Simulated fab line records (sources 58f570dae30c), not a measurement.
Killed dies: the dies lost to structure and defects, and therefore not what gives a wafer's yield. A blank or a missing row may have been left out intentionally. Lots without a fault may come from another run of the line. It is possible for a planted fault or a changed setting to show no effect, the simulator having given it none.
Which of the tools did it? :: flow berkeley cmos170 :: 42 wafers from 14 lots sampled at 3 of the route's 331 steps

## WHAT THE GAUGES SHOWED, per wafer
UCB170_M1_RS_MEAS_01: measurement is done with a four-point probe. Usual: M1_AL_RS typically reads 0.0484 ohm/sq, with standard deviation 0.00042.
lot: L425
measured: day 8 01:23
on: film metro-03
M1_AL_RS (ohm/sq): 0.0487 0.0485 0.0483
flag: 

lot: L422
measured: day 8 02:53
on: film metro-01
M1_AL_RS (ohm/sq): 0.0485 0.0490 0.0484
flag: 

lot: L421
measured: day 8 03:17
on: film metro-04
M1_AL_RS (ohm/sq): 0.0482 0.0484 0.0488
flag: 

lot: L423
measured: day 8 08:47
on: film metro-03
M1_AL_RS (ohm/sq): 0.0481 0.0482 0.0484
flag: 

lot: L424
measured: day 8 08:46
on: film metro-04
M1_AL_RS (ohm/sq): 0.0489 0.0484 0.0485
flag: 

lot: L429
measured: day 9 11:14
on: film metro-04
M1_AL_RS (ohm/sq): 0.0434 0.0436 0.0435
flag: OFF

lot: L434
measured: day 10 12:17
on: film metro-01
M1_AL_RS (ohm/sq): 0.0489 0.0491 0.0487
flag: 

lot: L435
measured: day 10 14:43
on: film metro-03
M1_AL_RS (ohm/sq): 0.0486 0.0484 0.0483
flag: 

lot: L433
measured: day 10 15:04
on: film metro-04
M1_AL_RS (ohm/sq): 0.0444 0.0449 0.0443
flag: OFF

lot: L437
measured: day 10 19:52
on: film metro-03
M1_AL_RS (ohm/sq): 0.0475 0.0481 0.0482
flag: 

lot: L439
measured: day 11 12:46
on: film metro-03
M1_AL_RS (ohm/sq): 0.0490 0.0487 0.0485
flag: 

lot: L440
measured: day 11 13:42
on: film metro-01
M1_AL_RS (ohm/sq): 0.0483 0.0487 0.0486
flag: 

lot: L442
measured: day 12 01:11
on: film metro-03
M1_AL_RS (ohm/sq): 0.0489 0.0486 0.0485
flag: 

lot: L444
measured: day 12 13:17
on: film metro-03
M1_AL_RS (ohm/sq): 0.0480 0.0478 0.0479
flag: 

UCB170_M1_THK_MEAS_02: measures by xrf. Usual: M1_AL_THK typically reads 607 nm, with standard deviation 6.9.
lot: L425
measured: day 8 01:29
on: film metro-03
M1_AL_THK (nm): 602 604 609
flag: 

lot: L422
measured: day 8 02:59
on: film metro-01
M1_AL_THK (nm): 617 610 619
flag: 

lot: L421
measured: day 8 03:23
on: film metro-04
M1_AL_THK (nm): 601 598 598
flag: 

lot: L423
measured: day 8 08:54
on: film metro-03
M1_AL_THK (nm): 608 604 606
flag: 

lot: L424
measured: day 8 08:53
on: film metro-04
M1_AL_THK (nm): 596 606 599
flag: 

lot: L429
measured: day 9 11:22
on: film metro-04
M1_AL_THK (nm): 661 659 664
flag: OFF

lot: L434
measured: day 10 12:25
on: film metro-01
M1_AL_THK (nm): 610 601 609
flag: 

lot: L435
measured: day 10 14:49
on: film metro-03
M1_AL_THK (nm): 604 604 606
flag: 

lot: L433
measured: day 10 15:11
on: film metro-04
M1_AL_THK (nm): 647 639 643
flag: OFF

lot: L437
measured: day 10 19:59
on: film metro-03
M1_AL_THK (nm): 615 606 604
flag: 

lot: L439
measured: day 11 12:53
on: film metro-03
M1_AL_THK (nm): 598 602 607
flag: 

lot: L440
measured: day 11 13:49
on: film metro-01
M1_AL_THK (nm): 617 612 614
flag: 

lot: L442
measured: day 12 01:18
on: film metro-03
M1_AL_THK (nm): 604 609 609
flag: 

lot: L444
measured: day 12 13:25
on: film metro-03
M1_AL_THK (nm): 617 617 616
flag: 

## EACH LOT AND THE TOOL THAT RAN IT (in order: tool; ch and the chambers of the sampled wafers; start)
lot: L425
UCB170_M1_SPUTTER_00: pvd sputter-04, day 8 01:16

lot: L422
UCB170_M1_SPUTTER_00: pvd sputter-01, day 8 02:48

lot: L421
UCB170_M1_SPUTTER_00: pvd sputter-03, day 8 03:12

lot: L423
UCB170_M1_SPUTTER_00: pvd sputter-03, day 8 08:43

lot: L424
UCB170_M1_SPUTTER_00: pvd sputter-01, day 8 08:43

lot: L429
UCB170_M1_SPUTTER_00: pvd sputter-01, day 9 11:11

lot: L434
UCB170_M1_SPUTTER_00: pvd sputter-03, day 10 12:14

lot: L435
UCB170_M1_SPUTTER_00: pvd sputter-03, day 10 14:37

lot: L433
UCB170_M1_SPUTTER_00: pvd sputter-01, day 10 15:00

lot: L437
UCB170_M1_SPUTTER_00: pvd sputter-04, day 10 19:49

lot: L439
UCB170_M1_SPUTTER_00: pvd sputter-04, day 11 12:43

lot: L440
UCB170_M1_SPUTTER_00: pvd sputter-03, day 11 13:38

lot: L442
UCB170_M1_SPUTTER_00: pvd sputter-03, day 12 01:07

lot: L444
UCB170_M1_SPUTTER_00: pvd sputter-04, day 12 13:14
- UCB170_M1_SPUTTER_00: material Al, target thk 600 nm, time 80 s.

## AS READ BY THE TOOLS THEMSELVES (means over the sampled wafers that have a number; for cases with no such wafer, the mark the record gives instead)
UCB170_M1_SPUTTER_00. Usual: chamber pressure pa 0.5000 Pa, standard deviation 0.001; throttle valve pct 29.7 %, standard deviation 1.6.
lot: L425
tool: pvd sputter-04
chamber pressure pa (Pa): 0.5004
throttle valve pct (%): 30.4
flag: 

lot: L422
tool: pvd sputter-01
chamber pressure pa (Pa): 0.5000
throttle valve pct (%): 28.9
flag: 

lot: L421
tool: pvd sputter-03
chamber pressure pa (Pa): 0.5003
throttle valve pct (%): 30.6
flag: 

lot: L423
tool: pvd sputter-03
chamber pressure pa (Pa): 0.4994
throttle valve pct (%): 30.3
flag: 

lot: L424
tool: pvd sputter-01
chamber pressure pa (Pa): 0.4992
throttle valve pct (%): 30.1
flag: 

lot: L429
tool: pvd sputter-01
chamber pressure pa (Pa): 0.3718
throttle valve pct (%): 33.3
flag: OFF

lot: L434
tool: pvd sputter-03
chamber pressure pa (Pa): 0.4997
throttle valve pct (%): 29.1
flag: 

lot: L435
tool: pvd sputter-03
chamber pressure pa (Pa): 0.5011
throttle valve pct (%): 31.3
flag: 

lot: L433
tool: pvd sputter-01
chamber pressure pa (Pa): 0.3725
throttle valve pct (%): 34.5
flag: OFF

lot: L437
tool: pvd sputter-04
chamber pressure pa (Pa): 0.5007
throttle valve pct (%): 28.5
flag: 

lot: L439
tool: pvd sputter-04
chamber pressure pa (Pa): 0.4999
throttle valve pct (%): 29.8
flag: 

lot: L440
tool: pvd sputter-03
chamber pressure pa (Pa): 0.4994
throttle valve pct (%): 29.2
flag: 

lot: L442
tool: pvd sputter-03
chamber pressure pa (Pa): 0.4988
throttle valve pct (%): 30.1
flag: 

lot: L444
tool: pvd sputter-04
chamber pressure pa (Pa): 0.4995
throttle valve pct (%): 30.6
flag: 

## THE ANSWER, worked out from the rows above alone
Rule: a lot counts as off when the mean over its wafers that have a number is more than 3 standard deviations away from the usual mean. A lot without any number at a reading at which 4 lots or more have one is off too. The other lots that the step has rows for count as sound. First the gauges in route order, then the tools' own readings, where a lot's mean is used as printed above. The first step at which some lot is off is used, and at that step the reading that is off furthest; a lot without a number counts as furthest.
Off: L429, L433, at UCB170_M1_RS_MEAS_01 (M1_AL_RS).
If a tool, at a process step before that reading, ran all the lots that are off and no sound lot after the first of them, it fits. Not tried: the gauges at UCB170_M1_RS_MEAS_01; whatever is off there is also off at UCB170_M1_SPUTTER_00, on other tools, and gauge error can't account for it. One fits: UCB170_M1_SPUTTER_00 on pvd sputter-01. Its last sound lot is L424 (day 8 08:43), its first lot that is off L429 (day 9 11:11): a fault that began between those two fits.
The tool's own readings at UCB170_M1_SPUTTER_00 bear it out: on the lots that are off they differ by more than 5 times the standard deviation of the sound lots' means. chamber pressure pa reads 0.3721 Pa there against 0.4999 Pa on the sound lots; throttle valve pct reads 33.9 % there against 29.9 % on the sound lots.

## WHAT THE SIMULATOR PUT IN
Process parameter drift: pvd sputter-01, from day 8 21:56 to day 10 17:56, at UCB170_M1_SPUTTER_00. The setting chamber pressure pa was moved by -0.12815, starting from 0.5. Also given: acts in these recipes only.
Shown lots that were struck: L429, L433. This agrees with what the rule above found.
